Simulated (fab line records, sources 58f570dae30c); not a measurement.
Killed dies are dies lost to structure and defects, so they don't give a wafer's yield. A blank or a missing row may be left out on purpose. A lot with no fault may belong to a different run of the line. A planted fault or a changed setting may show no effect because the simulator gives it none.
fab line records	flow berkeley-cmos170
[record] lots = 5	wafers = 15	last-day = 12
route steps=331 shown SDANNEAL@205 PSD@206 NSD@207 PLDD@208 NLDD@209 SILICIDE@210 CONTACT@216 M1@238
lots with no fault: from the same line, run without faults
start-h: the number of hours between the record's first day and the start of the first shown wafer of the lot	wait-h: hours elapsed since this lot's preceding step	" as in the row above	L1.1+2: several wafers, shown together as one row	- no value present, or no start provided	* or withheld: withheld	< > ~ a bound
route shown NAME@n: a module of which the file shows steps, and the number in the route of the first	usual: mean/standard deviation taken from wafers without a fault	same: alike in all rows	chamber/n: place in a boat	sites: the reading at each site	_std_site: how widely they spread, as a standard deviation	_edge_site: outer sites' mean less inner sites'	radius-mm: how far each site lies from the wafer's centre	mask NAME#n: copy n	behind: tool/chamber where the wafer was last shaped	hold: reason for holding the lot/hours on hold/outcome of the hold	device: the n, p or np transistor that did not switch	end of line: the tests these same wafers got at the end of their route	for a step that has no rows: nothing shown but its recipe	killed: dies lost to structure and defects at the first sort, not the wafer's yield	map: the dies of a wafer, with x for killed, . for not killed, _ for no die there
set.NAME: setting as actually run; set.NAME@STEP: the setting as run at that earlier step	model.NAME: the simulator's own value behind a step, which no gauge read
lots at some steps of the route; a table a step, a row a wafer
services: a tool's chamber out of use, with start hour (start-h, from the record's first day; less than 0 if before it), hours out, and reason
[[steps]]
[step UCB170_SDANNEAL_RTA_01]
[recipe] temp-c = 1050	time-s = 5	ambient = N2
[usual] lamp-power-pct = 36.3/1.7	wafer_temp_C_max = 1055.1/1.2
lot.wafer	tool	chamber	start-h	wait-h	lamp-power-pct	wafer_temp_C_max
L328.1	rtp-anneal-02	0	186.68	0.1	38.3	1053.6
L328.5	"	0	"	"	38.2	1053.2
L328.6	"	0	"	"	38.2	1054.5
L331.2	rtp-anneal-01	0	213.60	0.1	34.9	1056.0
L331.3	"	0	"	"	34.8	1054.0
L331.6	"	0	"	"	34.8	1056.0
L339.1	rtp-anneal-01	0	241.82	0.1	34.8	1055.5
L339.2	"	0	"	"	34.8	1054.2
L339.4	"	0	"	"	34.9	1055.1
L337.1	rtp-anneal-02	0	242.07	0.1	38.2	1054.6
L337.2	"	0	"	"	38.2	1054.8
L337.6	"	0	"	"	38.2	1055.2
L340.1	rtp-anneal-01	0	246.88	0.1	34.9	1057.4
L340.2	"	0	"	"	34.8	1055.9
L340.4	"	0	"	"	34.9	1055.4
[step UCB170_SDANNEAL_RS_MEAS_02]
[recipe] thk-meas-gauge = four-point-probe
[usual] PSD_RS = 75.5/0.31
lot.wafer	tool	chamber	start-h	wait-h	PSD_RS[ohm/sq]
L328.1	film-metro-03	-	186.74	0.0	75.4
L328.5	"	-	"	"	75.6
L328.6	"	-	"	"	75.9
L331.2	film-metro-03	-	213.67	0.1	75.1
L331.3	"	-	"	"	75.8
L331.6	"	-	"	"	75.4
L339.1	film-metro-03	-	241.91	0.1	76.1
L339.2	"	-	"	"	76.3
L339.4	"	-	"	"	75.7
L337.1	film-metro-02	-	242.12	0.0	76.1
L337.2	"	-	"	"	75.5
L337.6	"	-	"	"	75.8
L340.1	film-metro-03	-	246.94	0.0	75.5
L340.2	"	-	"	"	75.2
L340.4	"	-	"	"	75.3
[step UCB170_SDANNEAL_RS_MEAS_03]
[recipe] thk-meas-gauge = four-point-probe
[usual] NSD_RS = 37.25/0.092
lot.wafer	tool	chamber	start-h	wait-h	NSD_RS[ohm/sq]
L328.1	film-metro-03	-	186.86	0.1	37.24
L328.5	"	-	"	"	37.18
L328.6	"	-	"	"	37.24
L331.2	film-metro-03	-	213.79	0.1	37.28
L331.3	"	-	"	"	37.28
L331.6	"	-	"	"	37.27
L339.1	film-metro-03	-	242.03	0.1	37.27
L339.2	"	-	"	"	37.23
L339.4	"	-	"	"	37.20
L337.1	film-metro-02	-	242.24	0.1	37.18
L337.2	"	-	"	"	37.27
L337.6	"	-	"	"	37.27
L340.1	film-metro-03	-	247.06	0.1	37.23
L340.2	"	-	"	"	37.21
L340.4	"	-	"	"	37.25
[step UCB170_SDANNEAL_RS_MEAS_04]
[recipe] thk-meas-gauge = four-point-probe
[usual] PLDD_RS = 1030.5/2.6
lot.wafer	tool	chamber	start-h	wait-h	PLDD_RS[ohm/sq]
L328.1	film-metro-03	-	186.98	0.1	1033.5
L328.5	"	-	"	"	1032.7
L328.6	"	-	"	"	1030.0
L331.2	film-metro-03	-	213.91	0.1	1028.5
L331.3	"	-	"	"	1033.3
L331.6	"	-	"	"	1031.6
L339.1	film-metro-03	-	242.15	0.1	1031.0
L339.2	"	-	"	"	1032.7
L339.4	"	-	"	"	1033.5
L337.1	film-metro-02	-	242.36	0.1	1031.6
L337.2	"	-	"	"	1032.1
L337.6	"	-	"	"	1030.0
L340.1	film-metro-03	-	247.18	0.1	1031.4
L340.2	"	-	"	"	1028.8
L340.4	"	-	"	"	1033.3
[step UCB170_SDANNEAL_RS_MEAS_05]
[recipe] thk-meas-gauge = four-point-probe
[usual] NLDD_RS = 615.7/1.6
lot.wafer	tool	chamber	start-h	wait-h	NLDD_RS[ohm/sq]
L328.1	film-metro-03	-	187.10	0.1	613.1
L328.5	"	-	"	"	614.5
L328.6	"	-	"	"	614.4
L331.2	film-metro-03	-	214.03	0.1	615.7
L331.3	"	-	"	"	614.8
L331.6	"	-	"	"	613.7
L339.1	film-metro-03	-	242.27	0.1	613.9
L339.2	"	-	"	"	615.6
L339.4	"	-	"	"	612.9
L337.1	film-metro-02	-	242.48	0.1	617.5
L337.2	"	-	"	"	616.3
L337.6	"	-	"	"	616.5
L340.1	film-metro-03	-	247.30	0.1	616.5
L340.2	"	-	"	"	616.1
L340.4	"	-	"	"	616.4
[step UCB170_SILICIDE_PRE_CLEAN_00]
[recipe] gas = Ar	preclean-etch-time-s = 60
[step UCB170_SILICIDE_SPUTTER_01]
[recipe] material = Ti	target-thk-nm = 30	time-s = 25	power-w = 1500	chamber-pressure-pa = 0.5
[usual] chamber-pressure-pa = 0.5001/0.001	throttle-valve-pct = 29.9/0.89
lot.wafer	tool	chamber	start-h	wait-h	chamber-pressure-pa	throttle-valve-pct
L328.1	pvd-sputter-03	-	187.29	0.0	0.5000	29.9
L328.5	"	-	"	"	0.4997	28.3
L328.6	"	-	"	"	0.5009	31.2
L331.2	pvd-sputter-03	-	214.20	0.0	0.5005	28.1
L331.3	"	-	"	"	0.5009	29.7
L331.6	"	-	"	"	0.5005	28.1
L339.1	pvd-sputter-02	-	242.45	0.0	0.5014	30.9
L339.2	"	-	"	"	0.5015	31.1
L339.4	"	-	"	"	0.4988	29.8
L337.1	pvd-sputter-04	-	242.67	0.0	0.5005	30.6
L337.2	"	-	"	"	0.4999	30.3
L337.6	"	-	"	"	0.5027	29.6
L340.1	pvd-sputter-04	-	247.49	0.0	0.4996	30.4
L340.2	"	-	"	"	0.4999	30.6
L340.4	"	-	"	"	0.4986	28.6
[step UCB170_SILICIDE_RS_MEAS_02]
[recipe] thk-meas-gauge = four-point-probe	reads = Ti_of_SILICIDE_SPUTTER_01
[usual] SILICIDE_TI_RS = 26.3/0.38
lot.wafer	tool	chamber	start-h	wait-h	SILICIDE_TI_RS[ohm/sq]
L328.1	film-metro-04	-	187.32	0.0	26.2
L328.5	"	-	"	"	26.4
L328.6	"	-	"	"	26.5
L331.2	film-metro-04	-	214.25	0.0	25.6
L331.3	"	-	"	"	25.7
L331.6	"	-	"	"	25.8
L339.1	film-metro-04	-	242.48	0.0	25.3
L339.2	"	-	"	"	26.1
L339.4	"	-	"	"	25.9
L337.1	film-metro-03	-	242.70	0.0	26.5
L337.2	"	-	"	"	26.2
L337.6	"	-	"	"	25.9
L340.1	film-metro-04	-	247.52	0.0	26.5
L340.2	"	-	"	"	26.3
L340.4	"	-	"	"	26.5
[step UCB170_SILICIDE_THK_MEAS_03]
[recipe] thk-meas-gauge = xrf	reads = Ti_of_SILICIDE_SPUTTER_01
[usual] SILICIDE_TI_THK = 30.0/0.39
lot.wafer	tool	chamber	start-h	wait-h	SILICIDE_TI_THK[nm]
L328.1	film-metro-04	-	187.44	0.1	30.0
L328.5	"	-	"	"	29.7
L328.6	"	-	"	"	29.7
L331.2	film-metro-04	-	214.36	0.1	30.4
L331.3	"	-	"	"	30.4
L331.6	"	-	"	"	30.3
L339.1	film-metro-04	-	242.60	0.1	30.9
L339.2	"	-	"	"	29.9
L339.4	"	-	"	"	30.0
L337.1	film-metro-03	-	242.82	0.1	29.9
L337.2	"	-	"	"	30.2
L337.6	"	-	"	"	30.5
L340.1	film-metro-04	-	247.64	0.1	29.5
L340.2	"	-	"	"	29.7
L340.4	"	-	"	"	29.5
[step UCB170_SILICIDE_RTA_04]
[recipe] temp-c = 650	time-s = 15	ambient = N2
[step UCB170_SILICIDE_WET_ETCH_05]
[recipe] chemistry = SPM	time-s = 45	temp-c = 120	target = Ti
[step UCB170_CONTACT_CLEAN_00]
[recipe] chemistry = SPM	temp-c = 120	time-s = 600
[step UCB170_CONTACT_CVD_01]
[recipe] material = PSG	target-thk-nm = 700	temp-c = 450	precursor = SiH4/O2/PH3	time-s = 2820	pressure-mtorr = 300	sih4-flow-sccm = 60	o2-flow-sccm = 90	ph3-flow-sccm = 25
[usual] ph3-flow-sccm = 24.99/0.085
lot.wafer	tool	chamber	start-h	wait-h	ph3-flow-sccm	model.PSG_of_CONTACT_CVD_01.thk-nm
L328.1	lpcvd-01	1	188.80	0.9	25.01	714.2
L328.5	"	1	"	"	24.96	709.8
L328.6	"	1	"	"	25.04	708.6
L331.2	lpcvd-02	0	216.48	1.8	25.11	704.1
L331.3	"	0	"	"	24.98	700.3
L331.6	"	0	"	"	25.00	700.1
L339.1	lpcvd-01	1	242.95	0.0	24.88	706.8
L339.2	"	1	"	"	24.83	702.7
L339.4	"	1	"	"	25.00	701.9
L337.1	lpcvd-02	0	243.76	0.6	25.08	512.9
L337.2	"	0	"	"	24.91	513.1
L337.6	"	0	"	"	25.02	508.9
L340.1	lpcvd-01	0	250.05	2.1	24.80	708.3
L340.2	"	0	"	"	24.93	707.1
L340.4	"	0	"	"	24.83	704
[step UCB170_CONTACT_THK_MEAS_02]
[recipe] reads = PSG_of_CONTACT_CVD_01
[usual] CONTACT_PSG_THK = 701/8.1
lot.wafer	tool	chamber	start-h	wait-h	hold	CONTACT_PSG_THK[nm]
L328.1	film-metro-01	-	190.58	0.0	-	714
L328.5	"	-	"	"	-	710
L328.6	"	-	"	"	-	709
L331.2	film-metro-04	-	219.16	0.0	-	704
L331.3	"	-	"	"	-	700
L331.6	"	-	"	"	-	700
L337.1	film-metro-04	-	245.54	0.0	await-dispo/0.2h/release	513
L337.2	"	-	"	"	await-dispo/0.2h/release	513
L337.6	"	-	"	"	await-dispo/0.2h/release	509
L337.1	film-metro-04	-	245.79	0.2	-	513
L337.2	"	-	"	"	-	514
L337.6	"	-	"	"	-	509
L339.1	film-metro-04	-	245.66	0.0	-	707
L339.2	"	-	"	"	-	702
L339.4	"	-	"	"	-	702
L340.1	film-metro-04	-	252.72	0.0	-	708
L340.2	"	-	"	"	-	707
L340.4	"	-	"	"	-	704
[step UCB170_CONTACT_COAT_04]
[recipe] resist = KrF	spin-rpm = 1500	resist-thk-nm = 900
[step UCB170_CONTACT_SOFTBAKE_05]
[recipe] resist = KrF	temp-c = 130	time-s = 60
[step UCB170_CONTACT_STRIP_06]
[recipe] chemistry = O2	power-w = 400	pressure-mtorr = 3500	platen-temp-c = withheld	o2-flow-sccm = 400	overash-fraction = 0.5
[step UCB170_CONTACT_CLEAN_07]
[recipe] chemistry = SPM	temp-c = 120	time-s = 600
[step UCB170_CONTACT_RTA_08]
[recipe] temp-c = 900	time-s = 10	ambient = N2
[usual] lamp-power-pct = 23.8/1.1	wafer_temp_C_max = 904.0/0.97
lot.wafer	tool	chamber	start-h	wait-h	lamp-power-pct	wafer_temp_C_max
L328.1	rtp-anneal-02	0	191.71	0.0	24.8	903.8
L328.5	"	0	"	"	24.8	903.6
L328.6	"	0	"	"	24.8	903.4
L331.2	rtp-anneal-02	0	219.95	0.0	24.7	903.1
L331.3	"	0	"	"	24.7	903.5
L331.6	"	0	"	"	24.7	905.1
L339.1	rtp-anneal-02	0	247.01	0.0	24.8	902.5
L339.2	"	0	"	"	24.7	904.5
L339.4	"	0	"	"	24.8	905.1
L337.1	rtp-anneal-01	0	248.79	0.0	22.6	906.6
L337.2	"	0	"	"	22.6	903.9
L337.6	"	0	"	"	22.6	905.7
L340.1	rtp-anneal-02	0	253.51	0.0	24.8	903.4
L340.2	"	0	"	"	24.7	903.5
L340.4	"	0	"	"	24.8	902.7
[step UCB170_CONTACT_COAT_09]
[recipe] resist = BARC	temp-c = withheld	time-s = withheld	spin-rpm = 3000	resist-thk-nm = withheld
[step UCB170_CONTACT_COAT_10]
[recipe] resist = KrF	spin-rpm = 1500	resist-thk-nm = 900
[step UCB170_CONTACT_SOFTBAKE_11]
[recipe] resist = KrF	temp-c = 130	time-s = 60
[step UCB170_CONTACT_EXPOSE_12]
[recipe] mask-id = CONT	target-cd-nm = 700	na = 0.5	sigma-outer = 0.6	source-shape = conventional	dose-mj = 35
[step UCB170_CONTACT_PEB_13]
[recipe] peb-temp-c = 130	peb-time-s = withheld	resist = KrF
[step UCB170_CONTACT_DEVELOP_14]
[recipe] developer = TMAH	develop-time-s = 45	resist = KrF	dev-temp-c = 21
[step UCB170_CONTACT_CD_MEAS_15]
[recipe] target-cd-nm = 700
[usual] cd-nm = 699.5/1.6
lot.wafer	tool	chamber	start-h	wait-h	cd-nm
L328.1	cd-sem-01	-	192.79	-	697.7
L328.5	"	-	"	"	699.1
L328.6	"	-	"	"	697.8
L331.2	cd-sem-01	-	221.00	-	701.6
L331.3	"	-	"	"	701.9
L331.6	"	-	"	"	702.5
L339.1	cd-sem-01	-	248.04	-	700.4
L339.2	"	-	"	"	699.6
L339.4	"	-	"	"	698.4
L337.1	cd-sem-02	-	249.94	-	701.7
L337.2	"	-	"	"	701.6
L337.6	"	-	"	"	702.0
L340.1	cd-sem-02	-	254.68	-	698.7
L340.2	"	-	"	"	700.6
L340.4	"	-	"	"	699.4
[step UCB170_CONTACT_OVL_MEAS_16]
[usual] CONTACT_OVL = 0/5.2
lot.wafer	tool	chamber	start-h	wait-h	CONTACT_OVL[nm]
L328.1	overlay-02	-	192.91	0.1	1
L328.5	"	-	"	"	1
L328.6	"	-	"	"	-3
L331.2	overlay-01	-	221.10	0.1	7
L331.3	"	-	"	"	-2
L331.6	"	-	"	"	-4
L339.1	overlay-01	-	248.16	0.1	4
L339.2	"	-	"	"	3
L339.4	"	-	"	"	4
L337.1	overlay-02	-	250.06	0.1	0
L337.2	"	-	"	"	1
L337.6	"	-	"	"	4
L340.1	overlay-02	-	254.80	0.1	-11
L340.2	"	-	"	"	-5
L340.4	"	-	"	"	3
[step UCB170_CONTACT_ETCH_17]
[recipe] chemistry = N2/H2	target-depth-a = withheld	overetch-a = withheld	target = BARC	time-s = withheld	source-w = 500	bias-w = 100	pressure-mtorr = 30	n2-flow-sccm = 100	h2-flow-sccm = 200
[usual] drypump-motor-current-A = 5.6/0.49	n2-flow-sccm = 100.1/0.31	oes-product-au = 1.000/0.019	throttle-valve-pct = 13.37/0.22
lot.wafer	tool	chamber	start-h	wait-h	drypump-motor-current-A	n2-flow-sccm	oes-product-au	throttle-valve-pct
L328.1	rie-diel-04	2	192.94	0.0	5.0	99.7	0.990	13.35
L328.5	"	2	"	"	5.1	100.4	0.999	13.32
L328.6	"	1	"	"	6.1	100.6	0.993	13.71
L331.2	rie-diel-03	1	221.13	0.0	6.5	99.9	0.970	13.38
L331.3	"	3	"	"	4.8	100.5	1.025	13.53
L331.6	"	2	"	"	5.8	100.1	1.014	13.36
L339.1	rie-diel-04	0	248.20	0.0	5.7	99.9	0.994	13.32
L339.2	"	3	"	"	5.8	100.1	1.004	13.09
L339.4	"	2	"	"	5.0	100.7	0.989	13.34
L337.1	rie-diel-03	3	250.10	0.0	4.8	100.5	1.020	13.52
L337.2	"	2	"	"	5.8	99.8	1.008	13.37
L337.6	"	1	"	"	6.5	99.9	0.970	13.39
L340.1	rie-diel-04	1	254.84	0.0	6.1	100.1	0.997	13.68
L340.2	"	0	"	"	5.7	100.4	0.993	13.30
L340.4	"	3	"	"	5.9	99.6	1.009	13.11
[step UCB170_CONTACT_ETCH_18]
[recipe] chemistry = CHF3/CF4/Ar	target = PSG	stop-on = TiSi2	CHF3_flow_sccm = 45	cf4-flow-sccm = 15	Ar_flow_sccm = 150	pressure-mtorr = 200	rf-w = 700	target-depth-a = 8400	over-etch-frac = 0.2	time-s = 195
[usual] drypump-motor-current-A = 5.6/0.49	oes-product-au = 0.899/0.013	throttle-valve-pct = 6.97/0.11
lot.wafer	tool	chamber	start-h	wait-h	drypump-motor-current-A	oes-product-au	rf-hours-counter-h	throttle-valve-pct	model.etch.depth-nm	model.CONTACT.feature-depth-nm
L328.1	rie-diel-04	2	-	-	5.0	0.907	67	6.95	714.2	714.2
L328.5	"	2	"	"	5.1	0.896	-	6.93	709.8	709.8
L328.6	"	1	"	"	6.1	0.906	-	7.13	708.6	708.6
L331.2	rie-diel-03	1	-	-	6.6	0.885	39	6.95	704.1	704.1
L331.3	"	3	"	"	4.8	0.911	3	7.12	700.3	700.3
L331.6	"	2	"	"	5.8	0.915	-	6.96	700.1	700.1
L339.1	rie-diel-04	0	-	-	5.7	0.902	90	6.88	706.8	706.8
L339.2	"	3	"	"	5.8	0.902	56	6.87	702.7	702.7
L339.4	"	2	"	"	5.0	0.897	70	6.94	701.9	701.9
L337.1	rie-diel-03	3	-	-	4.8	0.775	5	7.10	512.9	512.9
L337.2	"	2	"	"	5.8	0.772	24	6.94	513.1	513.1
L337.6	"	1	"	"	6.5	0.750	-	6.95	508.9	508.9
L340.1	rie-diel-04	1	-	-	6.1	0.908	24	7.13	708.3	708.3
L340.2	"	0	"	"	5.7	0.902	90	6.91	707.1	707.1
L340.4	"	3	"	"	5.9	0.897	56	6.86	704	704
[step UCB170_CONTACT_STRIP_19]
[recipe] chemistry = O2	power-w = 400	pressure-mtorr = 3500	platen-temp-c = withheld	o2-flow-sccm = 400	overash-fraction = 0.5
[usual] drypump-motor-current-A = 5.73/0.14	oes-product-au = 0.725/0.0045
lot.wafer	tool	chamber	start-h	wait-h	drypump-motor-current-A	oes-product-au	rf-hours-counter-h
L328.1	plasma-asher-02	0	193.11	-	5.64	0.718	9
L328.5	"	0	"	"	5.63	0.725	-
L328.6	"	1	"	"	5.79	0.719	-
L331.2	plasma-asher-03	1	221.30	-	5.48	0.730	44
L331.3	"	1	"	"	5.49	0.721	-
L331.6	"	0	"	"	5.85	0.716	-
L339.1	plasma-asher-03	1	248.36	-	5.47	0.723	47
L339.2	"	0	"	"	5.86	0.736	47
L339.4	"	0	"	"	5.86	0.721	-
L337.1	plasma-asher-03	1	250.26	-	5.47	0.725	47
L337.2	"	0	"	"	5.85	0.730	47
L337.6	"	0	"	"	5.85	0.727	-
L340.1	plasma-asher-03	0	255.01	-	5.83	0.728	47
L340.2	"	1	"	"	5.45	0.728	47
L340.4	"	0	"	"	5.83	0.721	-
[step UCB170_CONTACT_CD_MEAS_90]
[recipe] target-cd-nm = 700
[usual] cd-nm = 699.5/1.7
lot.wafer	tool	chamber	start-h	wait-h	cd-nm
L328.1	cd-sem-02	-	193.21	0.1	698.7
L328.5	"	-	"	"	701.1
L328.6	"	-	"	"	697.5
L331.2	cd-sem-01	-	221.42	0.1	701.5
L331.3	"	-	"	"	702.8
L331.6	"	-	"	"	701.8
L339.1	cd-sem-01	-	248.46	0.1	700.1
L339.2	"	-	"	"	698.4
L339.4	"	-	"	"	698.9
L337.1	cd-sem-02	-	250.36	0.1	702.7
L337.2	"	-	"	"	700.9
L337.6	"	-	"	"	701.3
L340.1	cd-sem-02	-	255.11	0.1	697.4
L340.2	"	-	"	"	701.3
L340.4	"	-	"	"	698.5
[step UCB170_CONTACT_CLEAN_20]
[recipe] chemistry = SPM	temp-c = 120	time-s = 600
[step UCB170_M1_SPUTTER_00]
[recipe] material = Al	target-thk-nm = 600	time-s = 80	power-w = 6000	chamber-pressure-pa = 0.5
[step UCB170_M1_RS_MEAS_01]
[recipe] thk-meas-gauge = four-point-probe	reads = Al_of_M1_SPUTTER_00
[usual] M1_AL_RS = 0.0486/0.00056
lot.wafer	tool	chamber	start-h	wait-h	M1_AL_RS[ohm/sq]
L328.1	film-metro-03	-	193.70	0.0	0.0479
L328.5	"	-	"	"	0.0480
L328.6	"	-	"	"	0.0480
L331.2	film-metro-02	-	221.77	0.1	0.0483
L331.3	"	-	"	"	0.0492
L331.6	"	-	"	"	0.0491
L339.1	film-metro-01	-	248.85	0.0	0.0489
L339.2	"	-	"	"	0.0487
L339.4	"	-	"	"	0.0487
L337.1	film-metro-02	-	250.73	0.0	0.0485
L337.2	"	-	"	"	0.0489
L337.6	"	-	"	"	0.0492
L340.1	film-metro-02	-	255.49	0.0	0.0486
L340.2	"	-	"	"	0.0480
L340.4	"	-	"	"	0.0477
[step UCB170_M1_THK_MEAS_02]
[recipe] thk-meas-gauge = xrf	reads = Al_of_M1_SPUTTER_00
[usual] M1_AL_THK = 591/7.5
lot.wafer	tool	chamber	start-h	wait-h	M1_AL_THK[nm]
L328.1	film-metro-03	-	193.82	0.1	601
L328.5	"	-	"	"	602
L328.6	"	-	"	"	600
L331.2	film-metro-02	-	221.88	0.1	583
L331.3	"	-	"	"	577
L331.6	"	-	"	"	581
L339.1	film-metro-01	-	248.97	0.1	593
L339.2	"	-	"	"	593
L339.4	"	-	"	"	593
L337.1	film-metro-02	-	250.85	0.1	592
L337.2	"	-	"	"	589
L337.6	"	-	"	"	583
L340.1	film-metro-02	-	255.61	0.1	590
L340.2	"	-	"	"	596
L340.4	"	-	"	"	600
[step UCB170_M1_COAT_03]
[recipe] resist = BARC	temp-c = withheld	time-s = withheld	spin-rpm = 3000	resist-thk-nm = withheld
[step UCB170_M1_COAT_04]
[recipe] resist = KrF	spin-rpm = 1500	resist-thk-nm = 900
[step UCB170_M1_SOFTBAKE_05]
[recipe] resist = KrF	temp-c = 130	time-s = 60
[step UCB170_M1_EXPOSE_06]
[recipe] mask-id = METAL1	target-cd-nm = 700	na = 0.5	sigma-outer = 0.6	source-shape = conventional	dose-mj = 21
[step UCB170_M1_PEB_07]
[recipe] peb-temp-c = 130	peb-time-s = withheld	resist = KrF
[step UCB170_M1_DEVELOP_08]
[recipe] developer = TMAH	develop-time-s = 45	resist = KrF	dev-temp-c = 21
[step UCB170_M1_METAL_ETCH_12]
[recipe] chemistry = Cl2/BCl3	target = Al	stop-on = PSG	pressure-mtorr = 12	target-depth-a = 7800	over-etch-frac = 0.3	time-s = 130	icp-w = 600	bias-w = 120	Cl2_flow_sccm = 90	bcl3-flow-sccm = 45
[usual] drypump-motor-current-A = 5.6/0.4	oes-product-au = 0.849/0.011	throttle-valve-pct = 24.40/0.23
lot.wafer	tool	chamber	start-h	wait-h	drypump-motor-current-A	oes-product-au	rf-hours-counter-h	throttle-valve-pct	model.PSG_of_CONTACT_CVD_01.thk-nm
L328.1	rie-metal-03	0	195.40	-	5.2	0.851	4	24.39	676.4
L328.5	"	0	"	"	5.2	0.856	-	24.41	672.2
L328.6	"	1	"	"	5.8	0.852	-	24.53	671
L331.2	rie-metal-04	0	223.01	-	4.9	0.854	4	24.48	666.5
L331.3	"	0	"	"	4.9	0.854	-	24.47	662.6
L331.6	"	0	"	"	4.9	0.843	-	24.51	662.3
L339.1	rie-metal-04	1	250.44	-	5.9	0.838	2	24.71	668.1
L339.2	"	0	"	"	4.9	0.855	5	24.48	665
L339.4	"	0	"	"	4.9	0.850	-	24.48	664
L337.1	rie-metal-03	0	252.55	-	5.2	0.843	5	24.40	474.6
L337.2	"	0	"	"	5.2	0.847	-	24.40	475.3
L337.6	"	0	"	"	5.2	0.839	-	24.40	471.1
L340.1	rie-metal-02	1	256.84	-	5.8	0.827	10	23.88	670.3
L340.2	"	0	"	"	5.9	0.876	9	24.25	669.4
L340.4	"	0	"	"	5.9	0.874	-	24.27	666.3
[[services]]
tool	chamber	start-h	hours	kind
pvd-sputter-02	-	176.56	1.8	repair
pvd-sputter-04	-	179.06	0.8	repair
rie-diel-03	0	186.01	11.6	repair
rie-diel-03	1	196.70	5.2	repair
rie-metal-04	1	198.64	16.3	repair
rie-metal-02	-	199.56	2.2	repair
rie-diel-04	0	201.47	4.6	repair
pvd-sputter-02	3	204.91	-	consumable-replace:kit
pvd-sputter-02	3	204.91	18.0	scheduled-down
pvd-sputter-02	3	204.91	18.0	vent-cycle
rtp-anneal-01	-	207.46	3.7	pm
rtp-anneal-02	-	223.18	2.6	pm
rie-diel-03	-	226.81	4.3	pm
rie-metal-03	1	233.79	-	clean
rie-metal-03	1	233.79	23.3	scheduled-down
rie-metal-03	1	233.79	23.3	vent-cycle
[[key]]
[first-sign] step = UCB170_CONTACT_THK_MEAS_02	reading = visit	direction = added
[effect] step = UCB170_CONTACT_THK_MEAS_02	reading = CONTACT_PSG_THK	direction = down	sigmas = 23	usual = 701	struck = 512
[effect] step = UCB170_CONTACT_ETCH_18	reading = oes-product-au	direction = down	sigmas = 11	usual = 0.899	struck = 0.766
[model-effect] step = UCB170_CONTACT_CVD_01	value = PSG_of_CONTACT_CVD_01.thk-nm	without = 700.7	struck = 511.6
[model-effect] step = UCB170_CONTACT_ETCH_18	value = etch.depth-nm	without = 700.7	struck = 511.6
[model-effect] step = UCB170_M1_METAL_ETCH_12	value = PSG_of_CONTACT_CVD_01.thk-nm	without = 662.8	struck = 473.7
met-at UCB170_CONTACT_CVD_01
struck-wafers L337.1,L337.2,L337.6
tester-left-out L337
onset-between 216.48 243.76
also-fits UCB170_SDANNEAL_RTA_01:rtp-anneal-02
[fault] kind = process-parameter-drift	tool = lpcvd-02	chamber = 0	onset-h = 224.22	steps = UCB170_CONTACT_CVD_01	channel = target-thk-nm	offset = -189.09	shape = step	end-h = 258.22	acts-in = these-recipes-only	stated = 700
// tester-left-out: of these lots the tester's yield and bins aren't shown, on N5 and GAA mostly nor the transistor test; their killed dies are dies lost to structure and defects alone, not to doping, threshold or leakage, so they don't give the yield
